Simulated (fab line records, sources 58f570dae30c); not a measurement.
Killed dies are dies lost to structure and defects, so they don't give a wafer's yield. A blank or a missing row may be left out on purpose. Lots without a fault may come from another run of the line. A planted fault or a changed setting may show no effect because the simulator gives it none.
Which tool did it? | flow berkeley_cmos170 | 14 lots, 42 wafers sampled, at 3 steps of a route of 331

WHAT THE GAUGES READ, wafer by wafer
UCB170_PWELL_OVL_MEAS_13.
lot  | measured    | on         | PWELL_OVL (nm)
L158 | day 3 08:57 | overlay-01 | 5 2 0
L159 | day 3 15:31 | overlay-01 | 1 8 2
L162 | day 4 08:50 | overlay-01 | -3 -6 -3
L161 | day 4 11:07 | overlay-01 | 1 8 3
L164 | day 4 11:55 | overlay-01 | 4 2 3
L165 | day 4 12:11 | overlay-01 | -1 5 -3
L166 | day 4 14:00 | overlay-01 | 16 16 12
L168 | day 5 03:11 | overlay-01 | 8 6 5
L169 | day 5 10:38 | overlay-01 | 5 4 9
L171 | day 5 18:53 | overlay-02 | 5 7 10
L172 | day 6 06:13 | overlay-02 | -5 1 -6
L174 | day 6 06:22 | overlay-01 | 7 8 7
L177 | day 7 02:31 | overlay-02 | 5 -2 1
L179 | day 7 13:38 | overlay-01 | 10 3 8

UCB170_GATE_CD_MEAS_90: target cd 350 nm.
lot  | measured     | on        | cd_nm (nm)
L158 | day 5 22:47  | cd_sem-01 | 349.6 349.0 350.3
L159 | day 6 11:11  | cd_sem-02 | 351.0 350.6 349.7
L162 | day 7 06:19  | cd_sem-02 | 350.8 351.4 349.4
L161 | day 7 06:38  | cd_sem-01 | 348.7 348.3 348.9
L164 | day 7 06:29  | cd_sem-02 | 348.5 348.2 346.9
L165 | day 7 06:02  | cd_sem-01 | 350.0 350.7 351.4
L166 | day 7 06:10  | cd_sem-01 | 352.2 353.0 352.0
L168 | day 7 19:06  | cd_sem-02 | 346.6 346.4 346.3
L169 | day 8 01:31  | cd_sem-01 | 349.0 348.6 348.3
L171 | day 8 16:24  | cd_sem-01 | 349.5 348.4 349.5
L172 | day 9 05:03  | cd_sem-01 | 342.4 348.7 348.3
L174 | day 9 04:40  | cd_sem-01 | 348.5 348.5 350.7
L177 | day 9 17:52  | cd_sem-01 | 351.4 349.9 345.2
L179 | day 10 08:01 | cd_sem-02 | 352.1 350.2 350.9

WHICH TOOL RAN EACH LOT (tool, then ch and the chambers of the sampled wafers, then the start)
lot  | UCB170_GATE_ETCH_14
L158 | rie_diel-02 ch 0,1, day 5 22:23
L159 | rie_diel-01 ch 1,3, day 6 10:59
L162 | rie_diel-02 ch 0,2,3, day 7 06:07
L161 | rie_diel-01 ch 0,2, day 7 06:26
L164 | rie_diel-03 ch 0,1, day 7 06:14
L165 | rie_diel-03 ch 0,2, day 7 05:51
L166 | rie_diel-01 ch 0,2,3, day 7 05:56
L168 | rie_diel-03 ch 0,1,3, day 7 18:53
L169 | rie_diel-01 ch 1,2,3, day 8 01:17
L171 | rie_diel-01 ch 0,1,3, day 8 16:10
L172 | rie_diel-03 ch 0,1,2, day 9 04:20
L174 | rie_diel-03 ch 0,1,2, day 9 03:58
L177 | rie_diel-03 ch 0,1,3, day 9 17:37
L179 | rie_diel-02 ch 0,1,3, day 10 07:47
- UCB170_GATE_ETCH_14: etches BARC in N2/H2.

WHAT THE TOOLS THEMSELVES READ (means of the sampled wafers that have a number; where no wafer has one, the mark that the record gives instead)
UCB170_GATE_ETCH_14.
lot  | tool        | drypump_motor_current_A (A) | h2_flow_sccm (sccm) | oes_product_au (a.u.) | throttle_valve_pct (%)
L158 | rie_diel-02 | 5.9                         | 199.8               | 1.015                 | 13.42
L159 | rie_diel-01 | 5.9                         | 199.7               | 0.993                 | 13.39
L162 | rie_diel-02 | 5.7                         | 199.6               | 1.008                 | 13.41
L161 | rie_diel-01 | 5.7                         | 200.3               | 1.006                 | 13.31
L164 | rie_diel-03 | 5.6                         | 199.3               | 1.000                 | 13.14
L165 | rie_diel-03 | 6.0                         | 200.4               | 1.016                 | 13.38
L166 | rie_diel-01 | 5.8                         | 199.7               | 1.010                 | 13.30
L168 | rie_diel-03 | 5.7                         | 200.1               | 0.994                 | 13.21
L169 | rie_diel-01 | 5.7                         | 200.2               | 1.002                 | 13.38
L171 | rie_diel-01 | 5.9                         | 199.9               | 1.010                 | 13.30
L172 | rie_diel-03 | 5.8                         | 199.7               | 1.003                 | 13.26
L174 | rie_diel-03 | 5.8                         | 200.5               | 1.002                 | 13.26
L177 | rie_diel-03 | 5.7                         | 200.1               | 0.994                 | 13.20
L179 | rie_diel-02 | 5.7                         | 200.2               | 0.996                 | 13.39

THE ANSWER, worked out from the rows above alone
Rule: what is usual is taken from the lots themselves. Put in order of their means at a reading, lots are off if they are a third of the lots or fewer, leave a main group of 4 or more, and stand apart from it by a gap of 3 or more times the standard deviation of the main group's means; of several such gaps the widest counts. A main group whose means are all the same, to the digits that the tables above print for the reading, isn't used. A lot without any number at a reading at which 4 lots or more have one is off too. The other lots that the step has rows for count as sound. The gauges are gone through in route order, then the tools' own readings, and for those a lot's mean is taken as printed above. The first step at which some lot is off is used, and at that step the reading that is off furthest; a lot without a number counts as furthest.
No lot is off at any reading shown: from this, nothing can be told.

WHAT THE SIMULATOR HAD PUT IN
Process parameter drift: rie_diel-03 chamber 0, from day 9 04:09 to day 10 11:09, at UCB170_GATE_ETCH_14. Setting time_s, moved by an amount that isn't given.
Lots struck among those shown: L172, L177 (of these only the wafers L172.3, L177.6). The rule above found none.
